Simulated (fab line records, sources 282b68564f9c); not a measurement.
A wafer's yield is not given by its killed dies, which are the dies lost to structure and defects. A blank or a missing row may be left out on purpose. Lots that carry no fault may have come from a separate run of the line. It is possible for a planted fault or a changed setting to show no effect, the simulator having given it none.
fab line records + flow rit-cmos
[record]
- lots = 5
- wafers = 23
route steps=202 shown M1@200
start-h: hours from the record's first day to the start of the lot's first wafer shown + wait-h: hours elapsed since this lot's preceding step + " as in the row above + L1.1+2: one row covering several wafers at once + - either no value or no given start + * or withheld: withheld + < > ~ a bound
route shown NAME@n: NAME is a module with steps in the file, n the number in the route of the first one + usual: average and standard deviation across the fault-free wafers + same: alike in all rows + chamber/n: place in a boat + sites: the reading at each site + _std_site: standard deviation of those values + _edge_site: mean of outer sites minus mean of inner sites + radius-mm: how far each site lies from the wafer's centre + mask NAME#n: copy n + behind: the last tool/chamber to shape the wafer + hold: why the lot was held/for how many hours/how that ended + device: whichever transistor did not switch (one of n, p or np) + end of line: the tests these same wafers got at the end of their route + for a step that has no rows: nothing shown but its recipe + killed: at the first sort, the dies lost to defects and structure; wafer yield is something else + map: a wafer's dies, x killed, . not, _ none there
set.NAME: the setting as run; set.NAME@STEP: as run at that earlier step + model.NAME: the simulator's own value behind a step, which no gauge read
one table per step and one row per wafer, for lots whose settings were changed on purpose
[[steps]]
[step RIT_M1_ANNEAL_15]
[recipe]
- temp-c = 450
- time-s = 1800
- ambient = forming_gas_H2N2
| lot.wafer      | tool       | chamber | start-h | wait-h | set.temp-c |
|----------------|------------|---------|---------|--------|------------|
| L076.1+2+3+4+5 | -          | -       | -       | 0.1    | 450        |
| L080.1+2+3+4+6 | -          | -       | -       | 0.1    | 442.7      |
| L082.1+2+6     | furnace-02 | 0       | 102.86  | 0.1    | 450        |
| L083.1+2+4+5+6 | -          | -       | -       | 0.1    | 462.7      |
| L084.1+2+3+4+5 | -          | -       | -       | 0.1    | 457.1      |
[step RIT_M1_PROBE_99]
[usual]
- killed-at-contacts = 0.1/0.28
- killed-at-front-end = 7.4/2.7
- killed-dies = 7.5/2.7
- killed-open = 3.8/1.8
- killed-short = 3.6/2.1
[same]
- gross-dies = 264
- killed_at_M0_to_M3 = 0
- killed_at_M4_up = 0
- killed-at-back-side = 0
- killed-at-other = 0
| lot.wafer | tool      | chamber | start-h | wait-h | set.temp-c@ACTIVE_OXIDATION_01 | set.time-s@SPACER_ETCHBACK_05 | killed-at-contacts | killed-at-front-end | killed-dies | killed-open | killed-short | model.etest.pldd.width-nm | model.etest.nplus-sal.width-nm | model.etest.pplus-sal.width-nm | model.etest.nmos_0p15.r-on-ohm-um |
|-----------|-----------|---------|---------|--------|--------------------------------|-------------------------------|--------------------|---------------------|-------------|-------------|--------------|---------------------------|--------------------------------|--------------------------------|-----------------------------------|
| L076.1    | prober-01 | -       | 72.91   | 0.1    | 1016                           | 240                           | 0                  | 9                   | 9           | 5           | 4            | 3088                      | 3395                           | 3398                           | 1180                              |
| L076.2    | prober-01 | -       | 72.96   | 0.1    | 1016                           | 240                           | 0                  | 7                   | 7           | 4           | 3            | 3087                      | 3418                           | 3387                           | 1162                              |
| L076.3    | prober-01 | -       | 73.01   | 0.2    | 1016                           | 207.7                         | 0                  | 6                   | 6           | 3           | 3            | 3091                      | 3324                           | 3323                           | 1042                              |
| L076.4    | prober-01 | -       | 73.06   | 0.2    | 1016                           | 207.7                         | 0                  | 5                   | 5           | 4           | 1            | 3077                      | 3332                           | 3339                           | 1046                              |
| L076.5    | prober-01 | -       | 73.11   | 0.2    | 1016                           | 207.7                         | 0                  | 5                   | 5           | 3           | 2            | 3087                      | 3326                           | 3301                           | 1040                              |
| L080.1    | prober-01 | -       | 88.77   | 0.1    | 1026                           | 240                           | 0                  | 10                  | 10          | 8           | 2            | 2993                      | 3377                           | 3393                           | 1090                              |
| L080.2    | prober-01 | -       | 88.82   | 0.1    | 1026                           | 240                           | 0                  | 9                   | 9           | 7           | 2            | 2973                      | 3374                           | 3377                           | 1095                              |
| L080.3    | prober-01 | -       | 88.87   | 0.2    | 1026                           | 224.5                         | 0                  | 4                   | 4           | 2           | 2            | 3020                      | 3334                           | 3333                           | 1005                              |
| L080.4    | prober-01 | -       | 88.92   | 0.2    | 1026                           | 240                           | 0                  | 10                  | 10          | 5           | 5            | 2992                      | 3394                           | 3378                           | 1126                              |
| L080.6    | prober-01 | -       | 89.02   | 0.2    | 1026                           | 224.5                         | 0                  | 6                   | 6           | 1           | 5            | 2984                      | 3341                           | 3341                           | 1019                              |
| L082.1    | prober-01 | -       | 104.48  | 0.1    | 1000                           | 240                           | 0                  | 7                   | 7           | 3           | 4            | 3177                      | 3455                           | 3447                           | 1059                              |
| L082.2    | prober-01 | -       | 104.53  | 0.1    | 1000                           | 240                           | 0                  | 7                   | 7           | 4           | 3            | 3188                      | 3448                           | 3474                           | 1066                              |
| L082.6    | prober-01 | -       | 104.73  | 0.2    | 1000                           | 240                           | 0                  | 10                  | 10          | 6           | 4            | 3188                      | 3459                           | 3449                           | 1061                              |
| L083.1    | prober-02 | -       | 107.91  | 0.1    | 974.1                          | 240                           | 1                  | 6                   | 7           | 2           | 5            | 3267                      | 3489                           | 3505                           | 1134                              |
| L083.2    | prober-02 | -       | 107.96  | 0.1    | 974.1                          | 240                           | 0                  | 8                   | 8           | 3           | 5            | 3270                      | 3481                           | 3495                           | 1131                              |
| L083.4    | prober-02 | -       | 108.06  | 0.2    | 974.1                          | 240                           | 0                  | 5                   | 5           | 2           | 3            | 3274                      | 3498                           | 3497                           | 1114                              |
| L083.5    | prober-02 | -       | 108.11  | 0.2    | 974.1                          | 240                           | 0                  | 6                   | 6           | 5           | 1            | 3271                      | 3465                           | 3490                           | 1152                              |
| L083.6    | prober-02 | -       | 108.16  | 0.2    | 974.1                          | 240                           | 0                  | 9                   | 9           | 3           | 6            | 3255                      | 3513                           | 3501                           | 1149                              |
| L084.1    | prober-01 | -       | 109.61  | 0.1    | 1014                           | 240                           | 0                  | 5                   | 5           | 2           | 3            | 3123                      | 3436                           | 3451                           | 1057                              |
| L084.2    | prober-01 | -       | 109.66  | 0.1    | 1014                           | 240                           | 0                  | 5                   | 5           | 5           | 0            | 3110                      | 3414                           | 3436                           | 1014                              |
| L084.3    | prober-01 | -       | 109.71  | 0.2    | 1014                           | 204.8                         | 0                  | 11                  | 11          | 4           | 6            | 3124                      | 3341                           | 3333                           | 916                               |
| L084.4    | prober-01 | -       | 109.76  | 0.2    | 1014                           | 204.8                         | 0                  | 7                   | 7           | 4           | 1            | 3092                      | 3353                           | 3355                           | 940                               |
| L084.5    | prober-01 | -       | 109.81  | 0.2    | 1014                           | 240                           | 0                  | 6                   | 6           | 1           | 5            | 3136                      | 3433                           | 3409                           | 1038                              |
// killed by level:class
L076.1 FOX1:geometric-particle:open=3 FOX1:geometric-particle:short=2 GATE:geometric-particle:open=1 GATE:geometric-particle:short=1 REOX:geometric-particle:short=1 SILICIDE:geometric-particle:open=1
L076.2 GATE:geometric-particle:short=2 REOX:geometric-particle:open=2 SPACER:geometric-particle:open=1 SPACER:geometric-particle:short=1 SILICIDE:geometric-particle:open=1
L076.3 SILICIDE:geometric-particle:short=2 GATE:geometric-particle:open=1 REOX:geometric-particle:short=1 REOX:geometric-particle:open=1 SILICIDE:geometric-particle:open=1
L076.4 FOX2:geometric-particle:open=1 GATE:geometric-particle:open=1 SPACER:geometric-particle:open=1 SILICIDE:geometric-particle:open=1 SILICIDE:geometric-particle:short=1
L076.5 ACTIVE:geometric-particle:open=1 FOX2:geometric-particle:short=1 GATE:geometric-particle:open=1 REOX:geometric-particle:short=1 SILICIDE:geometric-particle:open=1
L080.1 SPACER:geometric-particle:open=3 FOX1:geometric-particle:open=2 SILICIDE:geometric-particle:open=2 FOX2:geometric-particle:open=1 REOX:geometric-particle:short=1 SPACER:geometric-particle:short=1
L080.2 GATE:geometric-particle:open=3 REOX:geometric-particle:open=2 FOX2:geometric-particle:open=1 REOX:geometric-particle:short=1 SPACER:geometric-particle:open=1 SILICIDE:geometric-particle:short=1
L080.3 FOX2:geometric-particle:open=1 REOX:geometric-particle:short=1 REOX:geometric-particle:open=1 SPACER:geometric-particle:short=1
L080.4 GATE:geometric-particle:open=3 SPACER:geometric-particle:short=3 FOX1:geometric-particle:short=1 FOX2:geometric-particle:short=1 SPACER:geometric-particle:open=1 SILICIDE:geometric-particle:open=1
L080.6 GATE:geometric-particle:short=2 REOX:geometric-particle:short=2 REOX:geometric-particle:open=1 SILICIDE:geometric-particle:short=1
L082.1 FOX1:geometric-particle:short=2 FOX1:geometric-particle:open=1 GATE:geometric-particle:open=1 REOX:geometric-particle:short=1 SPACER:geometric-particle:short=1 SILICIDE:geometric-particle:open=1
L082.2 FOX1:geometric-particle:open=3 GATE:geometric-particle:short=2 FOX1:geometric-particle:short=1 SILICIDE:geometric-particle:open=1
L082.6 GATE:geometric-particle:open=3 GATE:geometric-particle:short=3 FOX1:geometric-particle:open=2 FOX2:geometric-particle:short=1 SILICIDE:geometric-particle:open=1
L083.1 SPACER:geometric-particle:short=4 GATE:geometric-particle:open=1 GATE:geometric-particle:short=1 CONTACT:geometric-particle:open=1
L083.2 SPACER:geometric-particle:short=3 GATE:geometric-particle:short=2 FOX2:geometric-particle:open=1 SPACER:geometric-particle:open=1 SILICIDE:geometric-particle:open=1
L083.4 SPACER:geometric-particle:short=2 GATE:geometric-particle:open=1 GATE:geometric-particle:short=1 SPACER:geometric-particle:open=1
L083.5 GATE:geometric-particle:open=3 SPACER:geometric-particle:open=2 GATE:geometric-particle:short=1
L083.6 FOX1:geometric-particle:short=1 FOX2:geometric-particle:short=1 GATE:geometric-particle:short=1 GATE:geometric-particle:open=1 REOX:geometric-particle:short=1 SPACER:geometric-particle:open=1 SPACER:geometric-particle:short=1 SILICIDE:geometric-particle:short=1
L084.1 GATE:geometric-particle:short=2 ACTIVE:geometric-particle:open=1 SPACER:geometric-particle:open=1 SILICIDE:geometric-particle:short=1
L084.2 GATE:geometric-particle:open=3 FOX1:geometric-particle:open=1 SILICIDE:geometric-particle:open=1
L084.3 GATE:geometric-particle:short=2 REOX:geometric-particle:open=2 SPACER:geometric-particle:short=2 FOX2:geometric-particle:open=1 GATE:geometric-particle:open=1 REOX:geometric-particle:short=1 SILICIDE:geometric-particle:short=1 SPACER:area-etchback=1
L084.4 SPACER:area-etchback=2 FOX2:geometric-particle:short=1 FOX2:geometric-particle:open=1 GATE:geometric-particle:open=1 REOX:geometric-particle:open=1 SILICIDE:geometric-particle:open=1
L084.5 GATE:geometric-particle:short=2 FOX2:geometric-particle:short=1 REOX:geometric-particle:short=1 REOX:geometric-particle:open=1 SILICIDE:geometric-particle:short=1
[[key]]
[split]
- step = RIT_M1_ANNEAL_15
- setting = temp-c
- stated = 450
- by = lot
response none clear
split outside-this-file step=RIT_ACTIVE_OXIDATION_01 setting=temp-c
split outside-this-file step=RIT_SPACER_ETCHBACK_05 setting=time-s
// split outside-this-file: this setting was split too, and the file shows its column; the key of that split is in another file
